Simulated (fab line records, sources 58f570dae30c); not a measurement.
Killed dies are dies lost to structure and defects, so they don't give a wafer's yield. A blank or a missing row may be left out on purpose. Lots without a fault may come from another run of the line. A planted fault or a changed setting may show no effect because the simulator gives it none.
Problem report in the 8D (eight disciplines) form, filled by code | flow berkeley_cmos170 | the parts of the form that need people (team, actions taken, sign-off) are left out

1. THE PROBLEM
M2_AL_RS at UCB170_M2_RS_MEAS_02 reads a mean of 0.0281 ohm/sq on 2 wafers of 2 lots; wafers without a fault read 0.0320 ohm/sq with a standard deviation of 0.00032. That is -12 standard deviations from the usual mean.
The step: measures by four-point-probe.
First seen on wafer L465.1, day 12 11:44, on film_metro-01. The record holds 42 wafers of 14 lots with a number at this step. Rule for "out", or "out of limits": more than 4 standard deviations from the usual mean. The other wafers with a number count as sound.

2. WHAT IT IS AND WHAT IT IS NOT
question                    | is                | is not
which readings at this step | M2_AL_RS          | -
which lots                  | L463, L465        | L443, L444, L446, L448, L451, L452, L453, L454, L455, L456, L457, L466
which wafers of those lots  | L463.5, L465.1    | L463.3, L463.6, L465.2, L465.4
read on which gauges        | film_metro-01     | film_metro-03, film_metro-04
when                        | from day 12 11:44 | up to then (35 sound wafers); but 5 sound wafers of L463, L466 came after

3. SUSPECTS, AND WHAT RULES EACH OUT
Counting: a tool at a process step up to the reading stays a suspect if it ran every lot that is out. Sound lots after the first of them don't rule it out here, since some wafers of a struck lot are sound.
- the gauge at UCB170_M2_RS_MEAS_02: ruled out. All the wafers that are out were read on film_metro-01, but those of them that UCB170_M2_SPUTTER_01 has rows for are out there too, on other tools.
- pvd_sputter-04 at UCB170_M2_SPUTTER_01 (material Al, target thk 900 nm, time 120 s): kept. It ran every lot that is out, first L465 (day 12 11:40); its last sound lot up to then is L456 (day 11 08:04). Its own readings are out on those wafers: cathode_dc_power_W.
Left after counting: pvd_sputter-04 at UCB170_M2_SPUTTER_01.

4. THE CAUSE (what the simulator had put in)
Process parameter drift: pvd_sputter-04, from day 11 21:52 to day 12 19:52, at UCB170_M2_SPUTTER_01. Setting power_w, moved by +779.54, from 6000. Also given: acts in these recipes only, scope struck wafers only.
Counting left only this tool.

5. THE CHAIN OF EFFECTS, in route order
Each row: a reading whose mean over the struck wafers that have a number lies more than 3 standard deviations from the usual. Only readings for which the record gives a usual standard deviation are gone through. hours: the time from each lot's start at the first step in this table that gives one to its start at this step, as a median over the lots. sigmas: the change in usual standard deviations.
hours | step                    | reading            | usual         | on struck wafers | change  | sigmas
0     | UCB170_M2_SPUTTER_01    | cathode_dc_power_W | 5999.9 W      | 6779.8           | +779.9  | +99 or more
0     | UCB170_M2_RS_MEAS_02    | M2_AL_RS           | 0.0320 ohm/sq | 0.0281           | -0.0039 | -12
0     | UCB170_M2_THK_MEAS_03   | M2_AL_THK          | 918 nm        | 1044             | +126    | +13
3     | UCB170_M2_METAL_ETCH_18 | oes_product_au     | 0.871 a.u.    | 0.940            | +0.069  | +6.3
The process steps in it:
- UCB170_M2_SPUTTER_01: material Al, target thk 900 nm, time 120 s.
- UCB170_M2_METAL_ETCH_18: etches Al in Cl2/BCl3, stops on SiO2, target depth 1170 nm, time 195 s.

6. WHAT WOULD HAVE CAUGHT IT SOONER
In this record the first reading out of limits at a measuring or inspecting step was taken at day 12 11:44, 14 hours after the fault began at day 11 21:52.
The tool's own readings at UCB170_M2_SPUTTER_01 were out on every struck wafer that the step has a row for (cathode_dc_power_W): an alarm limit on them would have fired on the first of those.
Of the lots that are out (2), L463 began UCB170_M2_SPUTTER_01 on pvd_sputter-04 after day 12 11:44. A hold on the tool at that time would have spared it.
